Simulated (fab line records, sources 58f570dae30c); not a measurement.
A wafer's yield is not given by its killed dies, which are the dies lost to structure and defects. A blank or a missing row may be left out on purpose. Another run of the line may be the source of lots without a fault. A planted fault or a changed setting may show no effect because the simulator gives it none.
Which tool is to blame? | flow berkeley-cmos170 | 38 wafers from 14 lots sampled at 2 of the route's 331 steps

## WHAT EACH GAUGE READ, for each wafer
UCB170_PLDD_OVL_MEAS_07.
lot  | measured     | on         | PLDD_OVL (nm)
L304 | day 7 08:08  | overlay-02 | 2 1 -6
L303 | day 7 08:23  | overlay-02 | -2 1 1
L305 | day 7 20:13  | overlay-02 | 4 0 8
L307 | day 7 20:39  | overlay-01 | 11 1 2
L306 | day 7 21:00  | overlay-01 | 2 0 -2
L309 | day 8 13:05  | overlay-02 | 1
L311 | day 8 23:28  | overlay-02 | -5
L314 | day 9 08:22  | overlay-02 | 7 -2 8
L313 | day 9 08:35  | overlay-01 | -1 9 12
L317 | day 9 21:46  | overlay-01 | 3 -1 2
L320 | day 11 03:09 | overlay-01 | 2 -2 0
L324 | day 11 14:10 | overlay-01 | 9 8 8
L321 | day 11 14:27 | overlay-01 | -2 1 2
L326 | day 11 14:35 | overlay-02 | 5 10 8

UCB170_SILICIDE_THK_MEAS_03: measures by xrf.
lot  | measured     | on            | SILICIDE_TI_THK (nm)
L304 | day 7 23:04  | film-metro-01 | 30.37 29.89 30.29
L303 | day 7 23:46  | film-metro-01 | 29.84 29.84 29.60
L305 | day 8 11:41  | film-metro-02 | 29.87 29.79 29.86
L307 | day 8 10:56  | film-metro-02 | 29.67 29.60 29.56
L306 | day 8 12:16  | film-metro-03 | 29.94 30.15 29.77
L309 | day 9 03:13  | film-metro-02 | 29.19
L311 | day 9 23:01  | film-metro-01 | 30.08
L314 | day 10 02:40 | film-metro-01 | 29.68 29.66 29.60
L313 | day 10 03:13 | film-metro-01 | 30.17 29.99 30.06
L317 | day 10 12:56 | film-metro-03 | 30.14 29.82 30.20
L320 | day 11 16:01 | film-metro-03 | 29.30 29.66 29.51
L324 | day 12 07:10 | film-metro-01 | 30.05 30.11 29.83
L321 | day 12 07:32 | film-metro-03 | 29.61 29.74 29.50
L326 | day 12 07:59 | film-metro-03 | 29.72 29.38 29.47

## WHAT TOOL EACH LOT RAN ON (gives the tool, then ch and the chambers of the sampled wafers, and finally the start)
The record shows no process step preceding these readings.

## AS READ BY THE TOOLS THEMSELVES (means over the sampled wafers that have a number; for cases with no such wafer, the mark the record gives instead)
The record holds no such reading with a usual standard deviation.

## THE ANSWER, worked out from the rows above alone
Rule: usual is defined by the lots themselves. Put in order of their means at a reading, lots are off if they are a third of the lots or fewer, leave a main group of 4 or more, and stand apart from it by a gap of 3 or more times the standard deviation of the main group's means; of several such gaps the widest counts. A main group whose means are all the same, to the digits that the tables above print for the reading, isn't used. A lot without any number at a reading at which 4 lots or more have one is off too. Where the step has rows for the other lots, those lots are counted as sound. After the gauges, taken in route order, come the tools' own readings; for these a lot's mean is taken, as printed above. At the first step where some lot is off, the reading lying furthest off is the one used; lots without a number count as furthest.
None of the lots is off at any reading shown; this tells nothing.

## WHAT THE SIMULATOR PUT IN
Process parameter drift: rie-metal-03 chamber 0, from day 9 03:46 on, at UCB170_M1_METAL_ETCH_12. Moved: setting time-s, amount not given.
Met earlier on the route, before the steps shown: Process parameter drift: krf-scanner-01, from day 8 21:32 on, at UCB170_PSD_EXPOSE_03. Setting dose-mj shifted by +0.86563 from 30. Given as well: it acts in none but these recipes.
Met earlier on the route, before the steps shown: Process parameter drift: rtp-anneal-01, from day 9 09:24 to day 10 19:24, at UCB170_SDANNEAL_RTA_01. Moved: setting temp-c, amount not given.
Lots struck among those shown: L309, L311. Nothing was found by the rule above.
